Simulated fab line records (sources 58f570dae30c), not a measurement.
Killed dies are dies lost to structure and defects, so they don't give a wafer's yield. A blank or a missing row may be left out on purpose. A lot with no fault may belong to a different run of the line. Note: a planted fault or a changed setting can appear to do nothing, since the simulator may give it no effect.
2 desks looking at one fault    flow berkeleyCmos170    numbers are kept per desk, each desk with only its own; the story behind them comes last

== AT THE TOOL OWNER'S DESK: krfScanner-02 ==
The tool's own readings at UCB170_PWELL_EXPOSE_10 (exposes mask PWELL, target cd 3000 nm): means of the sampled wafers that have a number, for each lot that ran on this tool. If a lot's mean is further than 4 standard deviations from the usual mean, the lot is out of limits and carries the mark OUT (the distance appears in the brackets).
Columns: A = exposureDoseMJCm2 at UCB170_PWELL_EXPOSE_10, usual 19.001; B = focusOffsetNm at UCB170_PWELL_EXPOSE_10, usual 0.1 nm
lot   first seen here  A                 B
L392  day 3 11:20      19.002            0.3
L393  day 3 14:55      18.993            0.1
L394  day 3 15:01      19.013            -0.5
L395  day 4 03:08      18.997            -0.1
L397  day 4 11:47      18.993            -0.2
L398  day 4 19:44      19.019            -0.1
L399  day 4 19:50      19.007            -0.1
L406  day 6 17:26      17.776 (-68) OUT  -0.3
L407  day 7 01:20      17.753 (-69) OUT  -0.3
L408  day 7 08:44      17.752 (-69) OUT  -0.0
Finding of this desk: L406, L407, L408 out of limits; the first was L406 at day 6 17:26, on exposureDoseMJCm2 at UCB170_PWELL_EXPOSE_10. L392, L393, L394, L395, L397, L398, L399: within limits.

== AT THE METROLOGY DESK ==
Lot by lot, what the gauges showed, no matter which tool ran the lot: averages of those sampled wafers that carry a number. If a lot's mean is further than 4 standard deviations from the usual mean, the lot is out of limits and carries the mark OUT (the distance appears in the brackets).
Columns: A = ACTIVE_OXIDE_THK at UCB170_ACTIVE_THK_MEAS_03, usual 26.4 nm; B = PFIELD_TW at UCB170_PFIELD_TW_MEAS_09, usual 606
lot   first seen here  A     B
L394  day 4 17:44      26.5  608
L393  day 4 17:45      26.4  611
L391  day 4 17:49      25.9  610
L392  day 4 17:49      27.1  594
L395  day 5 08:50      25.9  610
L397  day 5 17:46      26.0  610
L398  day 6 06:56      26.3  597
L399  day 6 06:57      26.2  595
L406  day 7 21:05      26.2  609
L407  day 8 09:26      26.3  611
L408  day 8 18:22      26.2  609
L412  day 9 06:10      26.4  607
L410  day 9 06:10      26.4  597
L414  day 9 06:13      26.9  609
L413  day 9 14:53      26.5  612
This desk found nothing out of limits on any of the 15 lots.

== BROUGHT TOGETHER ==
The tool owner's desk could have raised an alarm at day 6 17:26, on L406, L407, L408.
Nothing out of limits was seen by the metrology desk.
The metrology desk holds a record of L406, L407, L408, inside its limits.
UCB170_PWELL_EXPOSE_10 was run on krfScanner-02 by each of the lots named.

== WHAT HAD BEEN PUT IN BY THE SIMULATOR ==
Drift in process parameters on krfScanner-02 at UCB170_PWELL_EXPOSE_10, starting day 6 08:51. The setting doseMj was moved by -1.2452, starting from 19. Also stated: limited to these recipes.
Struck lots among those shown: L406, L407, L408.
Hours from the fault's start to each desk's first reading out of limits: the tool owner's desk, 9.
